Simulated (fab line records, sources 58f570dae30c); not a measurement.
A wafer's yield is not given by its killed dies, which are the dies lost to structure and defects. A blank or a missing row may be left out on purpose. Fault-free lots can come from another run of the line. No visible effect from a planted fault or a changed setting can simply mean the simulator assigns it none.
What tool caused it?	flow berkeley cmos170	14 lots with 42 wafers sampled at 3 steps, on a route of 331 steps

== WHAT EACH GAUGE READ, for each wafer ==
UCB170_M2_CD_MEAS_90 targets a cd of 700 nm. Usual: cd nm reads 701 nm (standard deviation 3.1).
lot	measured	on	cd nm (nm)	flag
L619	day 8 00:59	cd sem-02	703 695 705	
L621	day 8 08:58	cd sem-01	705 707 701	
L623	day 8 08:59	cd sem-02	701 701 696	
L624	day 8 09:19	cd sem-01	702 705 706	
L622	day 8 09:36	cd sem-02	702 705 702	
L626	day 9 03:29	cd sem-02	699 700 700	
L627	day 9 10:05	cd sem-02	701 699 699	
L628	day 9 10:10	cd sem-01	704 704 703	
L632	day 10 14:22	cd sem-01	696 703 702	
L629	day 10 18:00	cd sem-02	702 703 706	
L630	day 10 18:21	cd sem-01	698 703 706	
L635	day 11 05:32	cd sem-02	697 700 696	
L636	day 11 06:10	cd sem-01	702 694 704	
L638	day 11 19:18	cd sem-01	703 704 703	

UCB170_V2_OVL_MEAS_13. Usual: V2_OVL 1 nm, standard deviation 5.6.
lot	measured	on	V2_OVL (nm)	flag
L619	day 8 03:19	overlay-02	-3 -3 5	
L621	day 8 10:53	overlay-01	4 1 11	
L623	day 8 11:37	overlay-02	3 3 1	
L624	day 8 11:31	overlay-01	-9 3 2	
L622	day 8 12:06	overlay-01	1 -1 4	
L626	day 9 06:35	overlay-02	-5 -1 -5	
L627	day 9 12:14	overlay-01	3 6 7	
L628	day 9 12:45	overlay-01	4 -6 5	
L632	day 10 17:03	overlay-02	2 3 9	
L629	day 10 23:47	overlay-01	0 5 2	
L630	day 11 00:01	overlay-01	4 13 9	
L635	day 11 07:29	overlay-02	-13 -6 -3	
L636	day 11 08:40	overlay-02	3 1 9	
L638	day 11 22:25	overlay-01	11 12 4	

== WHICH TOOL RAN EACH LOT (tool, then ch and the chambers of the sampled wafers, then the start) ==
lot	UCB170_V2_SOFTBAKE_08
L619	litho track-04 ch 0, day 8 02:19
L621	litho track-04 ch 0, day 8 10:15
L623	litho track-02 ch 0, day 8 10:38
L624	litho track-03 ch 0, day 8 10:41
L622	litho track-02 ch 0, day 8 11:05
L626	litho track-04 ch 0, day 9 05:18
L627	litho track-03 ch 0, day 9 11:35
L628	litho track-02 ch 0, day 9 11:59
L632	litho track-02 ch 0, day 10 15:47
L629	litho track-03 ch 0, day 10 22:07
L630	litho track-02 ch 0, day 10 22:22
L635	litho track-02 ch 0, day 11 06:51
L636	litho track-03 ch 0, day 11 07:29
L638	litho track-03 ch 0, day 11 21:17
- UCB170_V2_SOFTBAKE_08: time 60 s.

== AS READ BY THE TOOLS THEMSELVES (means over the sampled wafers that have a number; for cases with no such wafer, the mark the record gives instead) ==
UCB170_V2_SOFTBAKE_08. Usual: heater power total W 56.80 W, standard deviation 0.048; run length s 89.20 s, standard deviation 0.13.
lot	tool	heater power total W (W)	run length s (s)	flag
L619	litho track-04	56.83	89.31	
L621	litho track-04	56.80	89.22	
L623	litho track-02	56.80	89.22	
L624	litho track-03	56.77	89.36	
L622	litho track-02	56.77	89.08	
L626	litho track-04	56.86	89.30	
L627	litho track-03	56.78	89.22	
L628	litho track-02	56.76	89.17	
L632	litho track-02	56.83	89.03	
L629	litho track-03	56.82	89.32	
L630	litho track-02	58.98	81.77	OFF
L635	litho track-02	58.95	81.86	OFF
L636	litho track-03	56.83	89.35	
L638	litho track-03	56.82	89.22	

== THE ANSWER, worked out from the rows above alone ==
Rule: a lot counts as off when the mean over its wafers that have a number is more than 3 standard deviations away from the usual mean. A lot without any number at a reading at which 4 lots or more have one is off too. Any other lot the step has rows for is counted as sound. The gauges are gone through in route order, then the tools' own readings, and for those a lot's mean is taken as printed above. At the first step where some lot is off, the reading lying furthest off is the one used; lots without a number count as furthest.
Off, at UCB170_V2_SOFTBAKE_08 on run length s: L630, L635.
A tool fits if, at that step or a process step before it, it ran every lot that is off, and no sound lot after the first of them. One fits: litho track-02 at UCB170_V2_SOFTBAKE_08. A fault onset in the window from L632 (day 10 15:47, its last sound lot) to L630 (day 10 22:22, its first lot off) fits.
The tool's own readings at UCB170_V2_SOFTBAKE_08 bear it out: on the lots that are off they differ by more than 5 times the standard deviation of the sound lots' means. heater power total W reads 58.97 W there against 56.81 W on the sound lots; run length s reads 81.81 s there against 89.23 s on the sound lots.

== WHAT HAD BEEN PUT IN BY THE SIMULATOR ==
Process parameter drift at UCB170_V2_SOFTBAKE_08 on litho track-02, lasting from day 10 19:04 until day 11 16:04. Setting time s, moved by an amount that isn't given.
Lots struck among those shown: L630, L635. The rule above found the same.
